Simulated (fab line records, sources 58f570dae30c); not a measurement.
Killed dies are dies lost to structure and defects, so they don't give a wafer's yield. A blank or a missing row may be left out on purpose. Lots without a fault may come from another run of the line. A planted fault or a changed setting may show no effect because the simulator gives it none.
fab line records | flow berkeley_cmos170
record lots=7 wafers=21 last_day=11
route steps=331 shown CONTACT@237 M1@238
lots that met no fault: from a run of the same line without faults
start_h: hours from the record's first day to the start of the lot's first wafer shown | wait_h: hours since the lot's step before | " the same as in the row above | L1.1+2: a row that stands for several wafers | - no value, or no start given | * or withheld: withheld | < > ~ a bound
route shown NAME@n: a module of which the file shows steps, and the number in the route of the first | usual: mean/standard deviation of fault-free wafers | same: alike in all rows | chamber/n: place in a boat | sites: the reading at each site | _std_site: their standard deviation | _edge_site: outer sites' mean less inner sites' | radius_mm: how far each site lies from the wafer's centre | mask NAME#n: copy n | behind: the tool/chamber that last shaped the wafer | hold: why the lot was held/for how many hours/how that ended | device: the transistor (n, p or np) that didn't switch | end of line: the same wafers' tests at the end of the route | a step without rows: its recipe alone | killed: dies lost to structure and defects at the first sort, not the wafer's yield | map: a wafer's dies, x killed, . not, _ none there
set.NAME: the setting as run; set.NAME@STEP: as run at that earlier step | model.NAME: the simulator's own value behind a step, which no gauge read
lots at some steps of the route; a table a step, a row a wafer
services: from which hour (start_h, from the record's first day; less than 0 if before it) a tool's chamber was out of use, for how many hours, and why
## steps
# step UCB170_CONTACT_CLEAN_20
# recipe chemistry=SPM temp_c=120 time_s=600
# step UCB170_M1_SPUTTER_00
# recipe material=Al target_thk_nm=600 time_s=80 power_w=6000 chamber_pressure_pa=0.5
# usual throttle_valve_pct=30.1/0.74
# columns lot.wafer tool chamber start_h wait_h throttle_valve_pct
L603.1 pvd_sputter-04 - 171.64 0.0 29.8
L603.2 " - " " 31.2
L603.6 " - " " 30.3
L604.1 pvd_sputter-01 - 180.84 0.0 29.3
L604.2 " - " " 30.8
L604.4 " - " " 29.8
L606.3 pvd_sputter-02 - 193.40 0.0 29.1
L606.4 " - " " 30.1
L606.5 " - " " 29.1
L607.1 pvd_sputter-04 - 193.40 0.0 28.9
L607.2 " - " " 29.9
L607.3 " - " " 30.4
L612.1 pvd_sputter-01 - 227.15 0.0 30.1
L612.2 " - " " 29.8
L612.5 " - " " 29.6
L616.3 pvd_sputter-01 - 247.03 0.0 29.9
L616.5 " - " " 30.8
L616.6 " - " " 30.1
L618.1 pvd_sputter-04 - 256.33 0.0 28.9
L618.3 " - " " 31.0
L618.5 " - " " 30.0
# step UCB170_M1_RS_MEAS_01
# recipe thk_meas_gauge=four-point-probe reads=Al_of_M1_SPUTTER_00
# usual M1_AL_RS=0.0487/0.00046
# columns lot.wafer tool chamber start_h wait_h M1_AL_RS[ohm/sq]
L603.1 film_metro-02 - 171.71 0.0 0.0482
L603.2 " - " " 0.0483
L603.6 " - " " 0.0484
L604.1 film_metro-02 - 180.90 0.0 0.0486
L604.2 " - " " 0.0492
L604.4 " - " " 0.0482
L607.1 film_metro-02 - 193.46 0.0 0.0492
L607.2 " - " " 0.0493
L607.3 " - " " 0.0487
L606.3 film_metro-03 - 193.50 0.1 0.0483
L606.4 " - " " 0.0484
L606.5 " - " " 0.0486
L612.1 film_metro-01 - 227.21 0.0 0.0484
L612.2 " - " " 0.0494
L612.5 " - " " 0.0491
L616.3 film_metro-01 - 247.13 0.1 0.0485
L616.5 " - " " 0.0490
L616.6 " - " " 0.0481
L618.1 film_metro-03 - 256.40 0.0 0.0494
L618.3 " - " " 0.0487
L618.5 " - " " 0.0488
# step UCB170_M1_THK_MEAS_02
# recipe thk_meas_gauge=xrf reads=Al_of_M1_SPUTTER_00
# usual M1_AL_THK=615/7.3
# columns lot.wafer tool chamber start_h wait_h M1_AL_THK[nm]
L603.1 film_metro-02 - 171.83 0.1 622
L603.2 " - " " 618
L603.6 " - " " 619
L604.1 film_metro-02 - 181.02 0.1 617
L604.2 " - " " 609
L604.4 " - " " 621
L607.1 film_metro-02 - 193.58 0.1 607
L607.2 " - " " 608
L607.3 " - " " 616
L606.3 film_metro-03 - 193.60 0.1 621
L606.4 " - " " 618
L606.5 " - " " 614
L612.1 film_metro-01 - 227.33 0.1 621
L612.2 " - " " 612
L612.5 " - " " 617
L616.3 film_metro-01 - 247.23 0.1 615
L616.5 " - " " 612
L616.6 " - " " 621
L618.1 film_metro-03 - 256.52 0.1 603
L618.3 " - " " 615
L618.5 " - " " 609
# step UCB170_M1_COAT_03
# recipe resist=BARC temp_c=withheld time_s=withheld spin_rpm=3000 resist_thk_nm=withheld
# step UCB170_M1_COAT_04
# recipe resist=KrF spin_rpm=1500 resist_thk_nm=900
# step UCB170_M1_SOFTBAKE_05
# recipe resist=KrF temp_c=130 time_s=60
# step UCB170_M1_EXPOSE_06
# recipe mask_id=METAL1 target_cd_nm=700 na=0.5 sigma_outer=0.6 source_shape=conventional dose_mj=21
# step UCB170_M1_PEB_07
# recipe peb_temp_c=130 peb_time_s=withheld resist=KrF
# step UCB170_M1_DEVELOP_08
# recipe developer=TMAH develop_time_s=45 resist=KrF dev_temp_c=21
# step UCB170_M1_CD_MEAS_09
# recipe target_cd_nm=700
# usual cd_nm=700.5/1.6
# columns lot.wafer tool chamber start_h wait_h cd_nm
L603.1 cd_sem-01 - 172.74 - 699.8
L603.2 " - " " 701.5
L603.6 " - " " 700.7
L604.1 cd_sem-02 - 182.42 - 698.6
L604.2 " - " " 698.3
L604.4 " - " " 699.3
L607.1 cd_sem-01 - 194.75 - 703.6
L607.2 " - " " 702.0
L607.3 " - " " 703.0
L606.3 cd_sem-01 - 195.15 - 698.8
L606.4 " - " " 700.2
L606.5 " - " " 700.5
L612.1 cd_sem-02 - 228.46 - 698.0
L612.2 " - " " 697.5
L612.5 " - " " 697.6
L616.3 cd_sem-01 - 248.57 - 700.6
L616.5 " - " " 701.9
L616.6 " - " " 701.1
L618.1 cd_sem-01 - 257.42 - 701.7
L618.3 " - " " 702.7
L618.5 " - " " 701.5
# step UCB170_M1_OVL_MEAS_10
# usual M1_OVL=2/5.5
# columns lot.wafer tool chamber start_h wait_h M1_OVL[nm]
L603.1 overlay-01 - 172.86 0.1 -2
L603.2 " - " " -5
L603.6 " - " " -8
L604.1 overlay-01 - 182.54 0.1 3
L604.2 " - " " 19
L604.4 " - " " 10
L607.1 overlay-02 - 194.87 0.1 11
L607.2 " - " " 6
L607.3 " - " " 7
L606.3 overlay-02 - 195.25 0.1 5
L606.4 " - " " 0
L606.5 " - " " 10
L612.1 overlay-01 - 228.58 0.1 -2
L612.2 " - " " 12
L612.5 " - " " 7
L616.3 overlay-01 - 248.66 0.1 4
L616.5 " - " " -2
L616.6 " - " " 4
L618.1 overlay-01 - 257.54 0.1 -5
L618.3 " - " " -1
L618.5 " - " " 3
# step UCB170_M1_ETCH_11
# recipe chemistry=N2/H2 target_depth_a=withheld overetch_a=withheld target=BARC time_s=withheld source_w=500 bias_w=100 pressure_mtorr=30 n2_flow_sccm=100 h2_flow_sccm=200
# usual bias_w=100.02/0.28 chamber_pressure_mTorr=30.002/0.027 drypump_motor_current_A=5.8/0.34 oes_product_au=1.001/0.023 throttle_valve_pct=13.34/0.13
# columns lot.wafer tool chamber start_h wait_h bias_w chamber_pressure_mTorr drypump_motor_current_A oes_product_au throttle_valve_pct
L603.1 rie_diel-02 1 172.90 0.0 100.29 30.017 6.4 0.979 13.23
L603.2 " 0 " " 99.58 30.022 5.6 1.006 13.29
L603.6 " 0 " " 99.57 30.027 5.6 1.007 13.29
L604.1 rie_diel-04 2 182.58 0.0 - - - - -
L604.2 " 0 " " - - - - -
L604.4 " 3 " " - - - - -
L607.1 rie_diel-04 1 194.91 0.0 - - - - -
L607.2 " 3 " " - - - - -
L607.3 " 2 " " - - - - -
L606.3 rie_diel-03 2 195.27 0.0 - - - - -
L606.4 " 0 " " - - - - -
L606.5 " 1 " " - - - - -
L612.1 rie_diel-03 0 228.61 0.0 99.94 30.015 5.7 0.998 13.39
L612.2 " 3 " " 100.42 30.025 6.0 1.002 13.25
L612.5 " 3 " " 100.10 30.001 6.0 1.000 13.24
L616.3 rie_diel-03 0 248.69 0.0 100.04 29.971 5.7 0.998 13.39
L616.5 " 2 " " 99.35 29.989 5.8 1.005 13.38
L616.6 " 1 " " 100.42 29.979 5.5 0.960 13.26
L618.1 rie_diel-04 2 257.57 0.0 99.93 29.957 5.9 1.019 13.30
L618.3 " 0 " " 100.14 30.041 6.3 1.025 13.62
L618.5 " 3 " " 100.00 29.968 5.3 0.999 13.36
# step UCB170_M1_METAL_ETCH_12
# recipe chemistry=Cl2/BCl3 target=Al stop_on=PSG pressure_mtorr=12 target_depth_a=7800 over_etch_frac=0.3 time_s=130 icp_w=600 bias_w=120 Cl2_flow_sccm=90 bcl3_flow_sccm=45
# usual bcl3_flow_sccm=45.00/0.14 bias_w=120.0/0.37 drypump_motor_current_A=5.9/0.59 oes_product_au=0.857/0.014 throttle_valve_pct=24.48/0.28
# columns lot.wafer tool chamber start_h wait_h bcl3_flow_sccm bias_w drypump_motor_current_A oes_product_au rf_hours_counter_h throttle_valve_pct
L603.1 rie_metal-04 0 172.94 - 45.16 120.3 5.3 0.884 7 24.85
L603.2 " 1 " " 45.00 119.3 6.0 0.846 5 24.27
L603.6 " 0 " " 45.15 120.4 5.3 0.877 - 24.83
L604.1 rie_metal-01 0 182.62 - 44.82 120.8 6.2 0.381 5 24.60
L604.2 " 1 " " 45.19 120.2 5.7 0.385 6 24.21
L604.4 " 0 " " 45.10 120.3 6.2 0.390 - 24.61
L607.1 rie_metal-03 0 194.95 - 44.79 119.9 4.8 0.369 15 24.74
L607.2 " 1 " " 45.09 119.7 6.5 0.373 8 24.97
L607.3 " 1 " " 44.98 119.8 6.6 0.370 - 24.96
L606.3 rie_metal-01 0 195.36 - 45.10 120.3 6.3 0.377 - 24.61
L606.4 " 1 " " 45.21 120.0 5.7 0.374 - 24.23
L606.5 " 1 " " 44.95 119.8 5.7 0.388 - 24.22
L612.1 rie_metal-01 1 228.65 - 45.21 120.0 5.7 0.867 7 24.00
L612.2 " 0 " " 45.18 120.3 6.3 0.853 6 24.39
L612.5 " 0 " " 45.00 120.3 6.2 0.861 - 24.38
L616.3 rie_metal-03 1 248.77 - 45.01 119.8 6.6 0.851 - 24.73
L616.5 " 1 " " 45.37 120.4 6.5 0.836 - 24.73
L616.6 " 0 " " 44.88 120.1 4.8 0.845 - 24.38
L618.1 rie_metal-01 0 257.62 - 45.27 119.9 6.2 0.861 7 24.38
L618.3 " 1 " " 44.84 120.3 5.7 0.857 - 24.00
L618.5 " 0 " " 45.06 120.5 6.2 0.866 - 24.37
# step UCB170_M1_STRIP_13
# recipe chemistry=O2 power_w=400 pressure_mtorr=3500 platen_temp_c=withheld o2_flow_sccm=400 overash_fraction=0.5
# usual drypump_motor_current_A=5.8/0.63 oes_product_au=0.720/0.0045
# columns lot.wafer tool chamber start_h wait_h drypump_motor_current_A oes_product_au rf_hours_counter_h
L603.1 plasma_asher-01 0 173.07 0.1 4.9 0.727 7
L603.2 " 1 " " 5.9 0.717 7
L603.6 " 1 " " 5.9 0.723 -
L604.1 plasma_asher-01 0 182.75 0.1 4.8 0.726 8
L604.2 " 1 " " 5.9 0.723 8
L604.4 " 0 " " 4.8 0.721 -
L607.1 plasma_asher-04 0 195.09 0.1 6.5 0.728 50
L607.2 " 1 " " 6.3 0.710 50
L607.3 " 1 " " 6.3 0.722 -
L606.3 plasma_asher-03 1 195.48 0.1 5.8 0.731 -
L606.4 " 0 " " 5.0 0.709 -
L606.5 " 1 " " 5.8 0.724 -
L612.1 plasma_asher-03 0 228.79 0.1 5.0 0.724 46
L612.2 " 1 " " 5.8 0.720 46
L612.5 " 1 " " 5.8 0.725 -
L616.3 plasma_asher-01 0 248.89 0.1 4.8 0.720 -
L616.5 " 1 " " 5.9 0.720 -
L616.6 " 0 " " 4.8 0.717 -
L618.1 plasma_asher-04 1 257.75 0.1 6.3 0.720 57
L618.3 " 1 " " 6.3 0.723 -
L618.5 " 0 " " 6.5 0.714 -
# step UCB170_M1_CD_MEAS_90
# recipe target_cd_nm=700
# usual cd_nm=700.4/2.9
# columns lot.wafer tool chamber start_h wait_h cd_nm
L603.1 cd_sem-02 - 173.17 0.1 700.1
L603.2 " - " " 700.7
L603.6 " - " " 702.9
L604.1 cd_sem-02 - 182.85 0.1 -
L604.2 " - " " -
L604.4 " - " " -
L607.1 cd_sem-01 - 195.35 0.2 -
L607.2 " - " " -
L607.3 " - " " -
L606.3 cd_sem-01 - 195.63 0.1 -
L606.4 " - " " -
L606.5 " - " " -
L612.1 cd_sem-02 - 228.89 0.1 699.9
L612.2 " - " " 698.2
L612.5 " - " " 699.7
L616.3 cd_sem-02 - 249.00 0.1 703.4
L616.5 " - " " 702.6
L616.6 " - " " 702.6
L618.1 cd_sem-01 - 257.85 0.1 701.8
L618.3 " - " " 700.5
L618.5 " - " " 700.3
# step UCB170_M1_ANNEAL_14
# recipe temp_c=400 time_s=1200 ambient=forming_gas
## services
# columns tool chamber start_h hours kind
plasma_asher-04 - 148.95 2.8 repair
rie_diel-03 2 171.13 3.5 repair
rie_diel-03 3 179.34 10.1 repair
rie_diel-02 0 191.67 2.8 repair
rie_diel-04 3 196.93 8.5 repair
pvd_sputter-02 - 198.40 1.9 repair
rie_metal-03 0 200.79 - clean
rie_metal-03 0 200.79 28.4 scheduled_down
rie_metal-03 0 200.79 28.4 vent_cycle
pvd_sputter-04 - 201.34 3.2 repair
pvd_sputter-02 - 201.57 3.4 repair
rie_diel-03 1 215.47 - clean
rie_diel-03 1 215.47 29.8 scheduled_down
rie_diel-03 1 215.47 29.8 vent_cycle
rie_diel-02 1 226.90 6.2 repair
rie_diel-04 3 235.84 - clean
rie_diel-04 3 235.84 18.6 scheduled_down
rie_diel-04 3 235.84 18.6 vent_cycle
rie_metal-03 - 244.35 1.4 pm
rie_diel-03 3 245.25 - clean
rie_diel-03 3 245.25 19.0 scheduled_down
rie_diel-03 3 245.25 19.0 vent_cycle
pvd_sputter-02 - 248.02 8.9 repair
## key
first_sign step=UCB170_M1_ETCH_11 reading=tool_record direction=missing
effect step=UCB170_M1_METAL_ETCH_12 reading=oes_product_au direction=down sigmas=33 usual=0.857 struck=0.379
effect step=UCB170_M1_CD_MEAS_90 reading=cd_nm direction=missing
met_at UCB170_M1_ETCH_11
struck_wafers L604.1,L604.2,L604.4,L606.3,L606.4,L606.5,L607.1,L607.2,L607.3
later_rows_left_out L604.1,L604.2,L604.4,L606.3,L606.4,L606.5,L607.1,L607.2,L607.3
sort_left_out L604.1,L604.2,L604.4,L606.3,L606.4,L606.5,L607.1,L607.2,L607.3
fault kind=skipped_step_whole tool=rie_diel-03,rie_diel-04 chamber=- onset_h=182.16 steps=UCB170_M1_ETCH_11 scope=struck_lots_only
# sort_left_out: the simulated sort isn't trusted on such a fault, so these wafers' sort isn't shown, and their yield isn't known
# later_rows_left_out: the simulator's readings of these wafers behind a module that went badly wrong aren't trusted and aren't shown, but for the sort
